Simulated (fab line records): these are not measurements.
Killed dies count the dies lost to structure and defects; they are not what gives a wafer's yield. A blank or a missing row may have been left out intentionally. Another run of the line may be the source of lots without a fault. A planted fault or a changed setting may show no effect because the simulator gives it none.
Lot-split experiment :: flow rit_cmos :: 5 lots, 23 wafers read, on a route of 202 steps

## THE SPLIT ITSELF
At RIT_M1_EXPOSE_06 (exposes mask M12, target cd 2600 nm), the setting dose_mj was moved away from the recipe's 250 on 11 of the 23 wafers read, by -7.2% to +3.0%. For the rest of the wafers, this setting stayed at what the recipe calls for.

## FROM THE SPLIT TO THE READING: what the file shows between them, 6 steps
- RIT_M1_PEB_07
- RIT_M1_DEVELOP_08: develop time 68 s
- RIT_M1_CD_MEAS_09: target cd 2600 nm
- RIT_M1_METAL_ETCH_12: etches Al in Cl2/BCl3, stops on SiO2, time 165 s, target depth 600 nm (also split here: rf_w)
- RIT_M1_STRIP_13: strips in nmp, time 600 s
- RIT_M1_STRIP_14: strips in O2, time 180 s

## THE READING
cd_nm at RIT_M1_CD_MEAS_90, given in nm (cd target 2600 nm). Typical for fault-free wafers on this fab line: 2601 nm, with standard deviation 3.6 nm.

wafer: L074.1
tool, chamber at the split: iline_stepper-01, 0
dose_mj as run: 231.9
against the recipe: -7.2%
cd_nm, nm: 2618
against lot-mates on the recipe: +19

wafer: L074.2
tool, chamber at the split: iline_stepper-01, 0
dose_mj as run: 250
against the recipe: recipe
cd_nm, nm: 2601
against lot-mates on the recipe: -

wafer: L074.4
tool, chamber at the split: iline_stepper-01, 0
dose_mj as run: 250
against the recipe: recipe
cd_nm, nm: 2595
against lot-mates on the recipe: -

wafer: L074.5
tool, chamber at the split: iline_stepper-01, 0
dose_mj as run: 250
against the recipe: recipe
cd_nm, nm: 2601
against lot-mates on the recipe: -

wafer: L074.6
tool, chamber at the split: iline_stepper-01, 0
dose_mj as run: 231.9
against the recipe: -7.2%
cd_nm, nm: 2621
against lot-mates on the recipe: +22

wafer: L078.1
tool, chamber at the split: iline_stepper-02, 0
dose_mj as run: 257.6
against the recipe: +3.0%
cd_nm, nm: 2592
against lot-mates on the recipe: -4

wafer: L078.2
tool, chamber at the split: iline_stepper-02, 0
dose_mj as run: 250
against the recipe: recipe
cd_nm, nm: 2596
against lot-mates on the recipe: -

wafer: L078.3
tool, chamber at the split: iline_stepper-02, 0
dose_mj as run: 257.6
against the recipe: +3.0%
cd_nm, nm: 2583
against lot-mates on the recipe: -12

wafer: L078.4
tool, chamber at the split: iline_stepper-02, 0
dose_mj as run: 257.6
against the recipe: +3.0%
cd_nm, nm: 2594
against lot-mates on the recipe: -2

wafer: L078.6
tool, chamber at the split: iline_stepper-02, 0
dose_mj as run: 250
against the recipe: recipe
cd_nm, nm: 2595
against lot-mates on the recipe: -

wafer: L079.2
tool, chamber at the split: iline_stepper-02, 0
dose_mj as run: 233.5
against the recipe: -6.6%
cd_nm, nm: 2622
against lot-mates on the recipe: +18

wafer: L079.3
tool, chamber at the split: iline_stepper-02, 0
dose_mj as run: 250
against the recipe: recipe
cd_nm, nm: 2605
against lot-mates on the recipe: -

wafer: L079.4
tool, chamber at the split: iline_stepper-02, 0
dose_mj as run: 233.5
against the recipe: -6.6%
cd_nm, nm: 2622
against lot-mates on the recipe: +18

wafer: L079.5
tool, chamber at the split: iline_stepper-02, 0
dose_mj as run: 233.5
against the recipe: -6.6%
cd_nm, nm: 2627
against lot-mates on the recipe: +22

wafer: L079.6
tool, chamber at the split: iline_stepper-02, 0
dose_mj as run: 250
against the recipe: recipe
cd_nm, nm: 2604
against lot-mates on the recipe: -

wafer: L084.1
tool, chamber at the split: iline_stepper-01, 0
dose_mj as run: 250
against the recipe: recipe
cd_nm, nm: 2603
against lot-mates on the recipe: -

wafer: L084.4
tool, chamber at the split: iline_stepper-01, 0
dose_mj as run: 250
against the recipe: recipe
cd_nm, nm: 2602
against lot-mates on the recipe: -

wafer: L084.5
tool, chamber at the split: iline_stepper-01, 0
dose_mj as run: 250
against the recipe: recipe
cd_nm, nm: 2599
against lot-mates on the recipe: -

wafer: L085.2
tool, chamber at the split: iline_stepper-02, 0
dose_mj as run: 250
against the recipe: recipe
cd_nm, nm: 2603
against lot-mates on the recipe: -

wafer: L085.3
tool, chamber at the split: iline_stepper-02, 0
dose_mj as run: 242.7
against the recipe: -2.9%
cd_nm, nm: 2612
against lot-mates on the recipe: +10

wafer: L085.4
tool, chamber at the split: iline_stepper-02, 0
dose_mj as run: 250
against the recipe: recipe
cd_nm, nm: 2602
against lot-mates on the recipe: -

wafer: L085.5
tool, chamber at the split: iline_stepper-02, 0
dose_mj as run: 242.7
against the recipe: -2.9%
cd_nm, nm: 2612
against lot-mates on the recipe: +10

wafer: L085.6
tool, chamber at the split: iline_stepper-02, 0
dose_mj as run: 242.7
against the recipe: -2.9%
cd_nm, nm: 2611
against lot-mates on the recipe: +8

FIT RESULTS
A straight line over all 23 wafers: cd_nm changes by -3.23 nm for each +1% of dose_mj; r = -0.95; the points scatter about the line by 3.7 nm.
The same after taking each lot's own level away (the mean of its wafers on the recipe; 23 wafers): -2.72 nm for each +1%; r = -0.96; scatter 2.6 nm.
On that fit, the largest move of dose_mj shifts the reading by 20 nm.
Across the lots, their own levels run from 2595.5 to 2604.5 nm, a range of 2.5 times the standard deviation given above.
So the slope is not independent of the lot-to-lot level: the two fits are not the same.
Check: +20.7 nm against its lot-mates is what the line predicts for one of the wafers moved furthest among these (-7.2%) when that wafer is left out of the fit. It came out at +19 nm against them.

## THE OTHER SPLITS THESE WAFERS WENT THROUGH
Note: prior to the reading, these wafers also went through further splits. Each is held against what the fit with the lots' levels taken away leaves over:
other split on the same wafers: RIT_M1_METAL_ETCH_12 rf_w
wafers away from the commonest value: 6
r with cd_nm (lot level and that fit taken away): -0.36

## THE WHOLE CHAIN: every reading that the file lists as answering this split, in the file's order
step: RIT_M1_DEVELOP_08
what it does: develop time 68 s
reading: M1.cd_nm (the simulator's own value, which no gauge read)
change (the file's fit): -2.92 nm for each +1% of the setting
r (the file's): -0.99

step: RIT_M1_CD_MEAS_09
what it does: target cd 2600 nm
reading: cd_nm
change (the file's fit): -2.93 nm for each +1% of the setting
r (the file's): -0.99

step: RIT_M1_METAL_ETCH_12
what it does: etches Al in Cl2/BCl3, stops on SiO2, time 165 s, target depth 600 nm
reading: M1.cd_nm (the simulator's own value, which no gauge read)
change (the file's fit): -2.82 nm for each +1% of the setting
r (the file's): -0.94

step: RIT_M1_CD_MEAS_90
what it does: target cd 2600 nm
reading: cd_nm
change (the file's fit): -2.81 nm for each +1% of the setting
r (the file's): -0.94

## THE FILE'S OWN FIT
cd_nm changes by -2.81 nm for each +1% of dose_mj, r = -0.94.
